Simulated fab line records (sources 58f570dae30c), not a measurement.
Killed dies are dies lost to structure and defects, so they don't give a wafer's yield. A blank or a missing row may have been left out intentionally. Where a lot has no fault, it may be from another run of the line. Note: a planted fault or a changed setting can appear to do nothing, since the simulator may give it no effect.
The tool behind it: which one? | flow berkeley_cmos170 | 14 lots with 42 wafers sampled at 5 steps, on a route of 331 steps

## WHAT THE GAUGES SHOWED, per wafer
UCB170_SILICIDE_RS_MEAS_02: uses a four-point probe to measure.
lot  | measured     | on            | SILICIDE_TI_RS (ohm/sq)
L172 | day 8 02:22  | film_metro-03 | 25.73 26.07 26.08
L171 | day 8 06:20  | film_metro-02 | 25.83 25.90 25.68
L175 | day 8 21:00  | film_metro-02 | 25.89 25.74 26.05
L173 | day 8 21:23  | film_metro-02 | 25.62 26.50 26.27
L174 | day 8 21:33  | film_metro-04 | 26.18 26.36 26.27
L178 | day 9 15:03  | film_metro-03 | 25.90 25.99 26.15
L177 | day 9 15:43  | film_metro-04 | 26.19 26.36 26.20
L179 | day 9 21:47  | film_metro-03 | 26.17 26.31 26.49
L181 | day 10 02:43 | film_metro-04 | 25.96 26.24 25.88
L183 | day 10 15:01 | film_metro-03 | 25.99 25.62 25.97
L182 | day 10 15:13 | film_metro-04 | 26.12 26.07 26.35
L186 | day 11 01:49 | film_metro-03 | 26.84 26.44 26.25
L188 | day 11 18:46 | film_metro-03 | 26.44 26.43 26.19
L189 | day 11 19:01 | film_metro-03 | 26.21 26.06 26.36

UCB170_M2_CD_MEAS_15: the cd target is 700 nm.
lot  | measured     | on        | cd_nm (nm)
L172 | day 8 19:46  | cd_sem-01 | 699.3 700.2 701.5
L171 | day 9 01:06  | cd_sem-01 | 699.1 698.3 699.1
L175 | day 9 18:02  | cd_sem-02 | 698.9 699.6 699.3
L173 | day 9 17:43  | cd_sem-01 | 699.7 698.7 698.8
L174 | day 9 15:39  | cd_sem-01 | 700.9 700.7 701.5
L178 | day 10 06:50 | cd_sem-01 | 702.2 702.9 701.1
L177 | day 10 07:17 | cd_sem-01 | 700.6 698.8 700.7
L179 | day 10 13:06 | cd_sem-01 | 700.0 698.1 700.6
L181 | day 10 19:44 | cd_sem-01 | 700.3 700.0 700.2
L183 | day 11 07:08 | cd_sem-01 | 698.7 699.3 701.6
L182 | day 11 07:26 | cd_sem-02 | 701.2 701.3 702.0
L186 | day 11 23:25 | cd_sem-02 | 688.9 690.9 689.2 688.8 691.4 688.9
L188 | day 12 14:22 | cd_sem-01 | 693.0 694.3 692.2 692.9 694.4 692.2
L189 | day 12 14:39 | cd_sem-01 | 698.9 698.3 697.9

UCB170_V2_CD_MEAS_90: the cd target is 700 nm.
lot  | measured     | on        | cd_nm (nm)
L172 | day 9 00:35  | cd_sem-01 | 702.3 700.2 701.8
L171 | day 9 05:10  | cd_sem-01 | 700.3 700.0 699.7
L175 | day 9 22:36  | cd_sem-01 | 701.9 701.2 703.6
L173 | day 9 21:32  | cd_sem-02 | 699.5 699.2 698.8
L174 | day 9 18:43  | cd_sem-02 | 701.5 700.5 701.2
L178 | day 10 10:46 | cd_sem-02 | 697.3 699.8 699.2
L177 | day 10 11:18 | cd_sem-02 | 699.3 700.4 699.9
L179 | day 10 15:58 | cd_sem-02 | 699.9 700.0 700.8
L181 | day 10 22:58 | cd_sem-02 | 701.6 700.6 700.8
L183 | day 11 10:02 | cd_sem-02 | 703.0 702.6 702.4
L182 | day 11 10:20 | cd_sem-01 | 698.7 698.4 698.7
L186 | day 12 08:52 | cd_sem-02 | 700.0 699.7 701.0
L188 | day 12 20:59 | cd_sem-02 | 698.9 699.8 701.4
L189 | day 12 18:28 | cd_sem-01 | 699.5 701.5 701.3

## TOOL THAT RAN EACH LOT (tool first, then ch and the chambers of the sampled wafers, then the start)
lot  | UCB170_M1_ETCH_11                  | UCB170_M2_EXPOSE_12
L172 | rie_diel-01 ch 1,2,3, day 8 10:01  | krf_scanner-01 ch 0, day 8 18:31
L171 | rie_diel-02 ch 1,3, day 8 13:11    | krf_scanner-01 ch 0, day 9 00:17
L175 | rie_diel-01 ch 1,2, day 9 08:46    | krf_scanner-01 ch 0, day 9 17:37
L173 | rie_diel-04 ch 0,1,3, day 9 08:37  | krf_scanner-02 ch 0, day 9 17:20
L174 | rie_diel-01 ch 1,2,3, day 9 08:35  | krf_scanner-01 ch 0, day 9 15:15
L178 | rie_diel-04 ch 0,1, day 9 22:39    | krf_scanner-01 ch 0, day 10 06:26
L177 | rie_diel-02 ch 0,1,2, day 9 23:52  | krf_scanner-01 ch 0, day 10 06:44
L179 | rie_diel-04 ch 0,1, day 10 05:20   | krf_scanner-01 ch 0, day 10 12:08
L181 | rie_diel-02 ch 1,2, day 10 11:09   | krf_scanner-02 ch 0, day 10 19:20
L183 | rie_diel-02 ch 0,3, day 10 23:55   | krf_scanner-01 ch 0, day 11 06:44
L182 | rie_diel-01 ch 2,3, day 11 00:26   | krf_scanner-02 ch 0, day 11 07:02
L186 | rie_diel-02 ch 1,2,3, day 11 15:04 | krf_scanner-02 ch 0, day 11 22:55
L188 | rie_diel-01 ch 0,2,3, day 12 01:17 | krf_scanner-02 ch 0, day 12 13:58
L189 | rie_diel-01 ch 0,3, day 12 02:13   | krf_scanner-01 ch 0, day 12 14:16
- UCB170_M1_ETCH_11: etches BARC in N2/H2.
- UCB170_M2_EXPOSE_12: exposes mask METAL2, target cd 700 nm.

## AS READ BY THE TOOLS THEMSELVES (means over the sampled wafers that have a number; for cases with no such wafer, the mark the record gives instead)
UCB170_M1_ETCH_11.
lot  | tool        | drypump_motor_current_A (A) | oes_product_au (a.u.) | throttle_valve_pct (%)
L172 | rie_diel-01 | 5.2                         | 1.015                 | 13.20
L171 | rie_diel-02 | 6.5                         | 0.973                 | 13.51
L175 | rie_diel-01 | 5.2                         | 1.014                 | 13.31
L173 | rie_diel-04 | 6.0                         | 0.989                 | 13.46
L174 | rie_diel-01 | 5.2                         | 1.014                 | 13.19
L178 | rie_diel-04 | 6.3                         | 0.984                 | 13.51
L177 | rie_diel-02 | 5.9                         | 0.997                 | 13.22
L179 | rie_diel-04 | 6.2                         | 0.982                 | 13.50
L181 | rie_diel-02 | 6.4                         | 0.983                 | 13.19
L183 | rie_diel-02 | 5.7                         | 0.988                 | 13.36
L182 | rie_diel-01 | 5.2                         | 1.002                 | 13.10
L186 | rie_diel-02 | 6.2                         | 1.002                 | 13.38
L188 | rie_diel-01 | 5.6                         | 0.997                 | 13.13
L189 | rie_diel-01 | 5.3                         | 0.988                 | 13.20

UCB170_M2_EXPOSE_12.
lot  | tool           | exposure_dose_mJ_cm2
L172 | krf_scanner-01 | 25.998
L171 | krf_scanner-01 | 25.996
L175 | krf_scanner-01 | 25.988
L173 | krf_scanner-02 | 26.047
L174 | krf_scanner-01 | 25.990
L178 | krf_scanner-01 | 25.999
L177 | krf_scanner-01 | 26.005
L179 | krf_scanner-01 | 25.981
L181 | krf_scanner-02 | 25.985
L183 | krf_scanner-01 | 25.997
L182 | krf_scanner-02 | 25.955
L186 | krf_scanner-02 | 27.349
L188 | krf_scanner-02 | 27.051
L189 | krf_scanner-01 | 25.997

## THE ANSWER, worked out from the rows above alone
Rule: what is usual is taken from the lots themselves. The widest of any qualifying gaps counts: lots, ordered by their means at a reading, are off when they make up no more than a third of the lots, leave a main group of 4 or more, and stand apart from it by 3 or more times the standard deviation of that group's means. A main group is skipped when, at the precision printed for the reading in the tables above, its means are all equal. Also off: a lot with no number at a reading for which 4 or more lots have one. All remaining lots with rows at the step are treated as sound. Order of review: gauges by route order, followed by the tools' own readings, for which a lot's mean as printed above is used. At the first step where some lot is off, the reading lying furthest off is the one used; lots without a number count as furthest.
Off, at UCB170_M2_CD_MEAS_15 on cd_nm: L186, L188. Main group: mean 700.0 nm, sd 1.1.
If a tool, at a process step before that reading, ran all the lots that are off and no sound lot after the first of them, it fits. The gauges at UCB170_M2_CD_MEAS_15 aren't tried: what is off there is off at UCB170_M2_EXPOSE_12 too, on other tools, and a gauge's error can't cause that. One fits: krf_scanner-02 at UCB170_M2_EXPOSE_12. A fault onset in the window from L182 (day 11 07:02, its last sound lot) to L186 (day 11 22:55, its first lot off) fits.
The tool's own readings at UCB170_M2_EXPOSE_12 bear it out: on the lots that are off they differ by more than 5 times the standard deviation of the sound lots' means. exposure_dose_mJ_cm2 reads 27.200 there against 25.995 on the sound lots.

## WHAT THE SIMULATOR HAD INSERTED
Scanner matching overlay: krf_scanner-02, from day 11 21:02 on, at UCB170_M2_EXPOSE_12. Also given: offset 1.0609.
Shown lots that were struck: L186, L188. The rule above found the same.
